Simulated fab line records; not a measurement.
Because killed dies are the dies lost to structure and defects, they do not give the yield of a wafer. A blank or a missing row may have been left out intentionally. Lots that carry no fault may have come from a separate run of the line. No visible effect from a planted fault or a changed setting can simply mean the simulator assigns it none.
A single fault, viewed from 2 desks | flow ritCmos | every desk sees just its own numbers, and what lay behind them comes last

== METROLOGY DESK ==
What the gauges read for every lot (on any tool): the sampled wafers with a number, averaged. Marked OUT: a lot whose mean sits more than 4 standard deviations from the usual mean, which makes it out of limits; the brackets give that distance.
Columns: A = CONTACT_TEOS_THK at RIT_CONTACT_THK_MEAS_01, usual 400 nm
lot  | first seen here | A
L394 | day 3 06:55     | 404
L397 | day 3 21:42     | 401
L398 | day 4 01:29     | 406
L399 | day 4 05:36     | 402
L401 | day 4 14:10     | 399
L402 | day 4 23:01     | 400
L403 | day 5 06:38     | 399
L404 | day 5 09:40     | 398
L405 | day 5 11:47     | 402
L406 | day 5 19:21     | 400
L407 | day 5 23:17     | 406
L414 | day 7 11:46     | 394
L415 | day 7 13:20     | 374 (-5.0) OUT
L417 | day 8 04:01     | 373 (-5.4) OUT
This desk's result: L415, L417 out of limits, first on L415 (CONTACT_TEOS_THK at RIT_CONTACT_THK_MEAS_01), day 7 13:20. L394, L397, L398, L399, L401, L402, L403, L404, L405, L406, L407, L414 stayed within limits.

== THE TOOL OWNER'S DESK: pecvd-04 ==
The tool's own readings at RIT_CONTACT_CVD_00 (deposits SiO2 from TEOS, target thk 400 nm, time 61 s): means of the sampled wafers that have a number, for each lot that ran on this tool. Marked OUT: a lot whose mean sits more than 4 standard deviations from the usual mean, which makes it out of limits; the brackets give that distance.
Columns: A = heaterPowerW at RIT_CONTACT_CVD_00, usual 311 W; B = runLengthS at RIT_CONTACT_CVD_00, usual 89.0 s
lot  | first seen here | A   | B
L399 | day 4 05:33     | 354 | 89.0
L402 | day 4 22:57     | 310 | 89.1
L405 | day 5 11:44     | 312 | 89.1
L415 | day 7 13:17     | 382 | 84.7 (-7.0) OUT
L417 | day 8 03:56     | 348 | 84.6 (-7.3) OUT
This desk's verdict: out of limits on L415, L417, starting with L415 at day 7 13:17 (runLengthS at RIT_CONTACT_CVD_00). L399, L402, L405 stayed within limits.

== ALL TOGETHER ==
An alarm could have come from the tool owner's desk at day 7 13:17, on L415, L417.
An alarm was possible from the metrology desk at day 7 13:20, on L415, L417.
All the named lots went through RIT_CONTACT_CVD_00 on pecvd-04.

== WHAT HAD BEEN PUT IN BY THE SIMULATOR ==
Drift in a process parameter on pecvd-04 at RIT_CONTACT_CVD_00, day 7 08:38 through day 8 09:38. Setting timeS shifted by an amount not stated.
Shown lots that were struck: L415, L417.
Fault start to first reading out of limits, in hours, per desk: tool owner, 5; metrology, 5.
